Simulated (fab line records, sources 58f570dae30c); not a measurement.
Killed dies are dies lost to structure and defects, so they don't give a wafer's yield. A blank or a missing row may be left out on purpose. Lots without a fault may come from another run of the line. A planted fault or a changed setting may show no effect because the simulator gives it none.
A struck lot beside a sound one | flow berkeley_cmos170 | 19 steps out of a route of 331
Sound: wafers L802.3, L802.5, L802.6. Struck: wafers L803.2, L803.4, L803.6. The cause comes at the end.
At each step with rows: each side's tool, then ch and its chambers, then its first start. Under that, the readings that differ: sound wafers | struck wafers | difference of the means | sigmas: that difference in standard deviations of wafers without a fault.
alike: readings whose means differ by less than 2 such deviations, and words and numbers that are the same on both sides. not compared: withheld readings, readings that some wafer has no value for, bounds like >300 that may hide the same value, and numbers for which the record gives no deviation and whose values overlap.
The two part at a step that has a row with sigmas, a row that says differs or no value, or rows on one side only. Numbers that don't overlap but have no deviation are shown without sigmas and don't part them. A reading that every wafer of one side lacks parts them only if that side has two wafers or more.

UCB170_M2_METAL_ETCH_18: etches Al in Cl2/BCl3, stops on SiO2, target depth 1170 nm, time 195 s.
  sound on rie_metal-01 ch 0,1, day 8 05:11; struck on rie_metal-03 ch 0, day 8 10:41
  alike: drypump_motor_current_A, oes_product_au, throttle_valve_pct
  not compared: rf_hours_counter_h
then, 1 step without rows for these wafers: UCB170_M2_STRIP_19 (strips in O2).
UCB170_M2_CD_MEAS_90: target cd 700 nm.
  sound on cd_sem-01, day 8 05:28; struck on cd_sem-01, day 8 11:14
  reading    | sound       | struck      | difference | sigmas
  cd_nm (nm) | 697 697 695 | 703 707 704 | +8         | +2
UCB170_V2_CVD_00: deposits SiO2 from TEOS/O2, target thk 2000 nm, time 250 s.
  sound on pecvd-03 ch 0,1, day 8 05:32; struck on pecvd-04 ch 0,1,2, day 8 11:20
  alike: heater_power_w
UCB170_V2_THK_MEAS_01:
  sound on film_metro-02, day 8 05:43; struck on film_metro-04, day 8 11:30
  alike: V2_TEOS_THK
UCB170_V2_CMP_02: polishes SiO2.
  sound on cmp-02 ch 2,3, day 8 05:48; struck on cmp-01 ch 2,3, day 8 11:33
  alike: motor_current_A
UCB170_V2_BOW_MEAS_03:
  sound on film_metro-04, day 8 06:05; struck on film_metro-04, day 8 11:53
  alike: V2_BOW
UCB170_V2_THK_MEAS_04:
  sound on film_metro-04, day 8 06:11; struck on film_metro-04, day 8 12:00
  alike: V2_POLISHED_THK
then, 4 steps without rows for these wafers: UCB170_V2_CLEAN_05 (cleans in DIW); UCB170_V2_HMDS_06 (prime time 60 s); UCB170_V2_COAT_07 (resist thk 900 nm); UCB170_V2_SOFTBAKE_08 (time 60 s).
UCB170_V2_EXPOSE_09: exposes mask VIA2, target cd 700 nm.
  sound on krf_scanner-01 ch 0, day 8 07:26; struck on krf_scanner-01 ch 0, day 8 12:49
  alike: mask
UCB170_V2_PEB_10:
  sound on litho_track-02 ch 0, day 8 07:49; struck on litho_track-04 ch 0, day 8 12:56
  alike: plate_sensor_t_centre_C, plate_sensor_t_edge_C
then, 1 step without rows for these wafers: UCB170_V2_DEVELOP_11 (develop time 45 s).
UCB170_V2_CD_MEAS_12: target cd 700 nm.
  sound on cd_sem-01, day 8 08:05; struck on cd_sem-01, day 8 13:12
  alike: cd_nm
UCB170_V2_OVL_MEAS_13:
  sound on overlay-01, day 8 08:11; struck on overlay-02, day 8 13:19
  alike: V2_OVL
UCB170_V2_ETCH_14: etches SiO2 in CHF3/CF4/Ar, stops on Al, target depth 1250 nm, time 291 s.
  sound on rie_diel-01 ch 0,3, day 8 08:12; struck on rie_diel-04 ch 0,1,2, day 8 13:20
  reading             | sound             | struck            | difference | sigmas
  model.V2.cd_nm (nm) | 699.6 699.8 702.4 | 705.8 703.9 705.1 | +4.3       |
  alike: CHF3_flow_sccm, drypump_motor_current_A, oes_product_au, throttle_valve_pct
  not compared: rf_hours_counter_h
UCB170_V2_STRIP_15: strips in O2.
  sound on plasma_asher-02 ch 0,1, day 8 08:25; struck on plasma_asher-02 ch 0, day 8 13:31
  alike: drypump_motor_current_A, oes_product_au, strip_time_to_endpoint_s
  not compared: rf_hours_counter_h

WHERE THEY PART
Only at UCB170_M2_CD_MEAS_90, within this record. Later steps at which nothing parts them and some readings are alike: UCB170_V2_CVD_00, UCB170_V2_THK_MEAS_01, UCB170_V2_CMP_02, UCB170_V2_BOW_MEAS_03, UCB170_V2_THK_MEAS_04, UCB170_V2_EXPOSE_09, UCB170_V2_PEB_10, UCB170_V2_CD_MEAS_12, UCB170_V2_OVL_MEAS_13, UCB170_V2_ETCH_14, UCB170_V2_STRIP_15.

WHY: what the simulator had put in
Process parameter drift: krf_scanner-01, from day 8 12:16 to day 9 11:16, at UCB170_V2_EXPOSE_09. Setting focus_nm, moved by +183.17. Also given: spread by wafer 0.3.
